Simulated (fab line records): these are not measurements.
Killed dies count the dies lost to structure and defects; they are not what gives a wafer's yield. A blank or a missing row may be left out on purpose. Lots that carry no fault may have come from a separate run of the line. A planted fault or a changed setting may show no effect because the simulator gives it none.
Problem report, 8D (eight disciplines) form, completed by code / flow ritCmos / the parts of the form that need people (team, actions taken, sign-off) are left out

1. WHAT IS WRONG
spinSpeedRpm at RIT_NLDD_COAT_01 reads a mean of 3162.3 rpm on 6 wafers of 2 lots; wafers without a fault read 3250.2 rpm with a standard deviation of 2.1. That puts it -42 standard deviations away from the usual mean.
The step: resist thk 1000 nm.
First seen on wafer L864.3, day 6 11:08, on lithoTrack-01. The record has a number at this step for 42 wafers belonging to 14 lots. The rule behind "out" and "out of limits": a value lying over 4 standard deviations away from the usual mean. The other wafers with a number count as sound.

2. WHAT IT IS, AND WHAT IT ISN'T
question=which readings at this step | is=spinSpeedRpm | is not=-
question=which lots | is=L864, L866 | is not=L846, L847, L850, L852, L853, L854, L855, L856, L857, L858, L862, L868
question=which wafers of those lots | is=all that have a number | is not=-
question=read on which tools | is=lithoTrack-01 | is not=lithoTrack-02, lithoTrack-04
question=when | is=from day 6 11:08 | is not=up to then (33 sound wafers); but 3 sound wafers of L868 came after

3. SUSPECTS, AND WHAT RULES EACH OUT
Counting: a tool stays on the suspect list if, at a process step up to the reading, it processed all lots that are out and no sound lot following the first of them.
- lithoTrack-01 at RIT_NLDD_COAT_01 (resist thk 1000 nm): kept. Every lot that is out went through it, starting with L864 (day 6 11:08), and after that it ran no sound lot; the last sound lot it ran before then is L858 (day 5 06:00). Its own readings are out on those wafers: spinSpeedRpm.
The count leaves lithoTrack-01 at RIT_NLDD_COAT_01.

4. THE CAUSE (what the simulator had put in)
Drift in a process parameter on lithoTrack-01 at RIT_NLDD_COAT_01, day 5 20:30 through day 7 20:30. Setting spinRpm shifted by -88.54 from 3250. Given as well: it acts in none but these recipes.
After counting, this tool was the only one left.

5. THE EFFECT CHAIN, in route order
One row per reading whose mean, taken over the struck wafers that have a number, lies over 3 standard deviations from the usual. Only readings for which the record gives a usual standard deviation are gone through. hours: the time from each lot's start at the first step in this table that gives one to its start at this step, as a median over the lots. sigmas: the change in usual standard deviations.
hours=0; step=RIT_NLDD_COAT_01; reading=spinSpeedRpm; usual=3250.2 rpm; on struck wafers=3162.3; change=-87.9; sigmas=-42
Its process steps:
- RIT_NLDD_COAT_01: resist thk 1000 nm.

6. HOW IT WOULD HAVE BEEN CAUGHT EARLIER
15 hours passed between the start of the fault at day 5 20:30 and the first reading out of limits in this record, taken at day 6 11:08.
